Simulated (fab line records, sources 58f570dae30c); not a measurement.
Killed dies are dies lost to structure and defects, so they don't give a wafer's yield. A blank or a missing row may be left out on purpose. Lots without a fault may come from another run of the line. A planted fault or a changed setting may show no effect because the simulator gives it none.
Problem report in the 8D (eight disciplines) form, filled by code | flow berkeley_cmos170 | the parts of the form that need people (team, actions taken, sign-off) are left out

1. THE PROBLEM
spin_speed_rpm at UCB170_M2_COAT_05 reads a mean of 1549.9 rpm on 6 wafers of 2 lots; wafers without a fault read 1500.1 rpm with a standard deviation of 0.85. That is +59 standard deviations from the usual mean.
The step: resist thk 900 nm.
First seen on wafer L899.2, day 10 05:07, on litho_track-04. The record holds 42 wafers of 14 lots with a number at this step. Rule for "out", or "out of limits": more than 4 standard deviations from the usual mean. The other wafers with a number count as sound.

2. WHAT IT IS AND WHAT IT IS NOT
question                    | is                     | is not
which readings at this step | spin_speed_rpm         | chill_plate_temp_C, exhaust_pa
which lots                  | L898, L899             | L889, L890, L891, L902, L903, L905, L906, L907, L908, L909, L910, L911
which wafers of those lots  | all that have a number | -
read on which tools         | litho_track-04         | litho_track-02, litho_track-03
when                        | from day 10 05:07      | up to then (9 sound wafers); but 27 sound wafers of L902, L903, L905, L906, L907, L908, L909, L910, L911 came after

3. SUSPECTS, AND WHAT RULES EACH OUT
Counting: a tool at a process step up to the reading stays a suspect if it ran every lot that is out and no sound lot after the first of them.
- litho_track-04 at UCB170_M2_COAT_05 (resist thk 900 nm): ruled out as a lasting fault. Sound lots L910, L911 ran on it after its first lot that is out, L899 (day 10 05:07).
Left after counting: nothing in the record.

4. THE CAUSE (what the simulator had put in)
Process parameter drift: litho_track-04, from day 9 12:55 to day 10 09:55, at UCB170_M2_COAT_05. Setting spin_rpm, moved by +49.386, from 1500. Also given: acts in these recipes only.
Counting ruled it out, wrongly.

5. THE CHAIN OF EFFECTS, in route order
Each row: a reading whose mean over the struck wafers that have a number lies more than 3 standard deviations from the usual. Only readings for which the record gives a usual standard deviation are gone through. hours: the time from each lot's start at the first step in this table that gives one to its start at this step, as a median over the lots. sigmas: the change in usual standard deviations.
hours | step               | reading                  | usual      | on struck wafers | change | sigmas
0     | UCB170_M2_COAT_05  | spin_speed_rpm           | 1500.1 rpm | 1549.9           | +49.8  | +59
0     | UCB170_M2_STRIP_07 | strip_time_to_endpoint_s | 21.95 s    | 21.56            | -0.39  | -5.2
The process steps in it:
- UCB170_M2_COAT_05: resist thk 900 nm.
- UCB170_M2_STRIP_07: strips in O2.

6. WHAT WOULD HAVE CAUGHT IT SOONER
In this record the first reading out of limits was taken at day 10 05:07, 16 hours after the fault began at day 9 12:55.
